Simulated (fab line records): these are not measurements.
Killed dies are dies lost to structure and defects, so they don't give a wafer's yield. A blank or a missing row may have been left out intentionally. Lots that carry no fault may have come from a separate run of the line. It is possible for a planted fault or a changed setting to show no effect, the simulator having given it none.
A single fault, viewed from 2 desks -- flow berkeley_cmos170 -- every desk sees just its own numbers, and what lay behind them comes last

TOOL OWNER'S DESK, rie_diel-01
The tool's own readings at UCB170_V2_ETCH_14 (etches SiO2 in CHF3/CF4/Ar, stops on Al, target depth 1250 nm, time 291 s): means of the sampled wafers that have a number, for each lot that ran on this tool. The brackets show how far a lot's mean lies from the usual mean; more than 4 standard deviations puts the lot out of limits, marked OUT.
Columns: A = drypump_motor_current_A at UCB170_V2_ETCH_14, usual 5.6 A; B = oes_product_au at UCB170_V2_ETCH_14, usual 0.867 a.u.; C = rf_fwd_power_W at UCB170_V2_ETCH_14, usual 698.6 W; D = throttle_valve_pct at UCB170_V2_ETCH_14, usual 6.95 %
lot,first seen here,A,B,C,D
L476,day 7 16:52,5.6,0.865,700.7,6.98
L478,day 8 03:44,5.6,0.862,699.4,6.96
L488,day 10 09:49,6.3,0.864,701.5,6.98
L490,day 10 15:39,5.7,0.864,795.1 (+44) OUT,6.94
This desk's finding: out of limits on L490; first on L490, day 10 15:39 (rf_fwd_power_W at UCB170_V2_ETCH_14). Within limits: L476, L478, L488.

METROLOGY DESK
What the gauges read, lot by lot, whatever tool the lot ran on: means of the sampled wafers that have a number. The brackets show how far a lot's mean lies from the usual mean; more than 4 standard deviations puts the lot out of limits, marked OUT.
Columns: A = M1_AL_THK at UCB170_M1_THK_MEAS_02, usual 602 nm; B = V1_OVL at UCB170_V1_OVL_MEAS_13, usual 1 nm; C = M2_AL_RS at UCB170_M2_RS_MEAS_02, usual 0.0322 ohm/sq; D = cd_nm at UCB170_V2_CD_MEAS_90, usual 700.1 nm
lot,first seen here,A,B,C,D
L475,day 7 00:28,598,-4,0.0318,702.0
L474,day 7 01:29,607,5,0.0326,700.8
L476,day 7 02:24,603,9,0.0321,697.2
L478,day 7 13:44,607,1,0.0322,698.4
L477,day 7 14:06,612,1,0.0317,701.9
L479,day 7 23:05,598,-5,0.0319,701.8
L480,day 8 07:50,595,2,0.0325,697.7
L481,day 8 18:53,594,13,0.0324,698.9
L483,day 8 20:55,593,-1,0.0317,701.3
L485,day 9 02:40,598,-2,0.0323,700.3
L488,day 9 19:56,603,-0,0.0320,702.1
L490,day 10 02:16,600,-1,0.0328,702.4
L497,day 11 12:06,612,-5,0.0318,699.0
This desk found nothing out of limits on any of the 13 lots.

BROUGHT TOGETHER
The tool owner's desk could have raised an alarm at day 10 15:39, on L490.
Nothing out of limits was seen by the metrology desk.
The metrology desk holds a record of L490, inside its limits.
All the named lots went through UCB170_V2_ETCH_14 on rie_diel-01.

WHAT THE SIMULATOR HAD INSERTED
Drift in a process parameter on rie_diel-01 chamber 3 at UCB170_V2_ETCH_14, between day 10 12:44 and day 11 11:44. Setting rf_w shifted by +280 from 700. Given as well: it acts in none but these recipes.
Lots struck among those shown: L490.
Time in hours from fault onset to the first out-of-limits reading at each desk: the tool owner's desk, 3.
